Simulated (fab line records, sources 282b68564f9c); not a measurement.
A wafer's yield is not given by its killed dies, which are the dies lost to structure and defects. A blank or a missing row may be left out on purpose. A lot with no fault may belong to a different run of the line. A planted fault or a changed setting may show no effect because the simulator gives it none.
Struck lot and sound lot, side by side -- flow rit-cmos -- 16 steps out of a route of 202
Sound: the wafers L821.3, L821.4, L821.6. Struck: wafer L809.3 (L809.1, L809.5, from the same lot, were not struck and are left out); the cause is given at the end.
At each step with rows: each side's tool, then ch and its chambers, then its first start. Under that, the readings that differ: sound wafers -- struck wafers -- difference of the means -- sigmas: that difference in standard deviations of wafers without a fault.
alike: words and numbers the same on both sides, and readings whose means are apart by under 2 such deviations; not compared: readings that were withheld, readings missing a value for some wafer, numbers with overlapping values and no deviation given by the record, and bounds like >300 which may hide the same value.
Wherever a step has rows on one side only, a row that says differs or no value, or a row with sigmas, the two part there. Non-overlapping numbers with no deviation appear without sigmas and do not part them. A reading missing from all wafers of one side parts the sides only when that side holds two or more wafers.

first, 1 step without rows for these wafers: RIT_PSD_IMPLANT_08.
RIT_PSD_STRIP_09: strips in O2, time 180 s.
  sound on plasma-asher-02 ch 0,1, day 7 05:23; struck on plasma-asher-04 ch 1, day 4 17:46
  alike: drypump-motor-current-A
  not compared: rf-hours-counter-h
RIT_PSD_TW_MEAS_10:
  sound on film-metro-02 at day 7 05:31; struck on film-metro-02 at day 4 17:57
reading,sound,struck,difference,sigmas
PSD_TW,3419 3405 3399,3438,+30,+2
then, 3 steps without rows for these wafers: RIT_SDANNEAL_CLEAN_00 (cleans in SC1, time 600 s); RIT_SDANNEAL_CLEAN_01 (cleans in dHF, time 30 s); RIT_SDANNEAL_CLEAN_02 (cleans in SC2, time 600 s).
RIT_SDANNEAL_RTA_03: time 5 s.
  sound on rtp-anneal-01 ch 0, day 7 05:58; struck on rtp-anneal-01 ch 0, day 4 18:23
  alike: wafer_temp_C_max
RIT_SDANNEAL_RS_MEAS_04: a four-point-probe measurement.
  sound on film-metro-03 at day 7 06:02; struck on film-metro-02 at day 4 18:27
  alike: PSD_RS
RIT_SDANNEAL_RS_MEAS_05: a four-point-probe measurement.
  sound on film-metro-03 at day 7 06:09; struck on film-metro-02 at day 4 18:34
  alike: NSD_RS
RIT_SDANNEAL_RS_MEAS_06: a four-point-probe measurement.
  sound on film-metro-03 at day 7 06:16; struck on film-metro-02 at day 4 18:41
  alike: PLDD_RS
RIT_SDANNEAL_RS_MEAS_07: a four-point-probe measurement.
  sound on film-metro-03 at day 7 06:23; struck on film-metro-02 at day 4 18:49
reading,sound,struck,difference,sigmas
NLDD_RS (ohm/sq),152.1 151.9 152.2,150.8,-1.3,-2
then, 1 step without rows for these wafers: RIT_SILICIDE_WET_ETCH_00 (etches SiO2 in BOE, target depth 14 nm, time 15 s).
RIT_SILICIDE_SPUTTER_01: material Ti, target thk 30 nm, time 240 s.
  sound on pvd-sputter-03 at day 7 06:29; struck on pvd-sputter-04 at day 4 18:56
reading,sound,struck,difference,sigmas
chamber-pressure-pa (Pa),0.6668 0.6650 0.6648,0.6006,-0.0649,-50
throttle-valve-pct (%),29.6 29.9 29.8,33.4,+3.6,+3
model.Ti_of_SILICIDE_SPUTTER_01.thk-nm (nm),29.62 29.43 29.45,29.67,+0.17,
RIT_SILICIDE_RS_MEAS_02: a four-point-probe measurement.
  sound on film-metro-01 at day 7 06:41; struck on film-metro-01 at day 4 19:05
reading,sound,struck,difference,sigmas
SILICIDE_TI_RS (ohm/sq),48.7 49.1 49.1,40.4,-8.6,-15
RIT_SILICIDE_THK_MEAS_03: measures by xrf.
  sound on film-metro-01 at day 7 06:47; struck on film-metro-01 at day 4 19:13
  alike: SILICIDE_TI_THK
RIT_M1_PROBE_99:
  sound on prober-02 at day 7 13:34; struck on prober-02 at day 5 02:01
reading,sound,struck,difference,sigmas
model.etest.npoly-line.rs-ohm-sq,17.2 17.3 17.3,17.16,-0.11,
model.etest.ppoly-line.rs-ohm-sq,16.55 16.64 16.66,16.82,+0.20,
model.etest.npoly-sal.rs-ohm-sq,4.423 4.472 4.445,4.415,-0.032,
model.etest.ppoly-sal.rs-ohm-sq,4.399 4.388 4.394,4.348,-0.046,
model.etest.pplus-sal.rs-ohm-sq,4.403 4.41 4.376,4.368,-0.028,
model.etest.pplus-sal.line-ohm-um,1.275 1.261 1.275,1.251,-0.019,
model.etest.nplus-sal.line-ohm-um,1.254 1.272 1.252,1.242,-0.017,
  alike: killed-at-contacts, killed-at-front-end, killed-dies, killed-open, killed-short
  not compared: model.etest.nplus-sal.rs-ohm-sq

== WHERE THEY PART ==
Last at RIT_SILICIDE_RS_MEAS_02 as far as this record goes, first at RIT_PSD_TW_MEAS_10. Later steps at which nothing parts them and some readings are alike: RIT_SILICIDE_THK_MEAS_03, RIT_M1_PROBE_99.

WHY: the cause the simulator had injected
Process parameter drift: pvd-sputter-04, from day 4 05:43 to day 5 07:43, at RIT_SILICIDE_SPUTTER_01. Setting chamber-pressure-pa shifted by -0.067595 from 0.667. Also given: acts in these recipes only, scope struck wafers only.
